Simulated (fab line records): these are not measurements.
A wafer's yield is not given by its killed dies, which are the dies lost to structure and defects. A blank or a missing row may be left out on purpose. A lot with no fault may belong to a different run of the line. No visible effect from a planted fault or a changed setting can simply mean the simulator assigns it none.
Which tool was responsible? -- flow rit-cmos -- 15 lots, 45 wafers sampled, at 1 step of a route of 202

WHAT THE GAUGES SHOWED, per wafer
Not one reading of a measure or inspect step in the record can be checked against a usual standard deviation.

WHICH TOOL RAN EACH LOT (tool, then ch and the chambers of the sampled wafers, then the start)
lot,RIT_PWELL_EXPOSE_03
L227,"iline-stepper-01 ch 0, day 2 10:23"
L228,"iline-stepper-02 ch 0, day 2 14:37"
L229,"iline-stepper-01 ch 0, day 2 18:26"
L230,"iline-stepper-02 ch 0, day 3 02:10"
L231,"iline-stepper-01 ch 0, day 3 05:34"
L232,"iline-stepper-02 ch 0, day 3 10:25"
L233,"iline-stepper-01 ch 0, day 3 19:43"
L241,"iline-stepper-02, day 5 08:54"
L242,"iline-stepper-01, day 5 19:54"
L243,"iline-stepper-02, day 5 21:07"
L244,"iline-stepper-01 ch 0, day 6 00:56"
L245,"iline-stepper-01 ch 0, day 6 14:56"
L246,"iline-stepper-02 ch 0, day 6 15:24"
L247,"iline-stepper-01 ch 0, day 7 05:10"
L248,"iline-stepper-02 ch 0, day 7 05:36"
- RIT_PWELL_EXPOSE_03: exposes mask M3, target cd 43700 nm.

WHAT THE TOOLS THEMSELVES READ (means of the sampled wafers that have a number; where no wafer has one, the mark that the record gives instead)
RIT_PWELL_EXPOSE_03. Usual: exposure-dose-mJ-cm2 250.05, standard deviation 0.23; focus-offset-nm 0.1 nm, standard deviation 0.48.
lot,tool,exposure-dose-mJ-cm2,focus-offset-nm (nm),flag
L227,iline-stepper-01,250.14,-0.2,
L228,iline-stepper-02,250.26,-0.6,
L229,iline-stepper-01,250.34,0.1,
L230,iline-stepper-02,249.94,0.1,
L231,iline-stepper-01,250.26,-0.0,
L232,iline-stepper-02,250.17,0.3,
L233,iline-stepper-01,250.02,0.1,
L241,iline-stepper-02,-,-,OFF
L242,iline-stepper-01,-,-,OFF
L243,iline-stepper-02,-,-,OFF
L244,iline-stepper-01,249.90,-0.0,
L245,iline-stepper-01,250.35,0.4,
L246,iline-stepper-02,249.86,-0.9,
L247,iline-stepper-01,250.12,-0.2,
L248,iline-stepper-02,250.18,-0.2,

THE ANSWER, worked out from the rows above alone
Rule: a lot counts as off when the mean over its wafers that have a number is more than 3 standard deviations away from the usual mean. A lot without any number at a reading at which 4 lots or more have one is off too. Any other lot the step has rows for is counted as sound. After the gauges, taken in route order, come the tools' own readings; for these a lot's mean is taken, as printed above. The first step at which some lot is off is used, and at that step the reading that is off furthest; a lot without a number counts as furthest.
Off: L241, L242, L243 (RIT_PWELL_EXPOSE_03, exposure-dose-mJ-cm2). Without a number there: L241, L242, L243.
If a tool, at that step or one of the process steps before it, ran each lot that is off and ran no sound lot following the first of them, it fits. No candidate that was tried fits.

WHAT WAS PUT IN BY THE SIMULATOR
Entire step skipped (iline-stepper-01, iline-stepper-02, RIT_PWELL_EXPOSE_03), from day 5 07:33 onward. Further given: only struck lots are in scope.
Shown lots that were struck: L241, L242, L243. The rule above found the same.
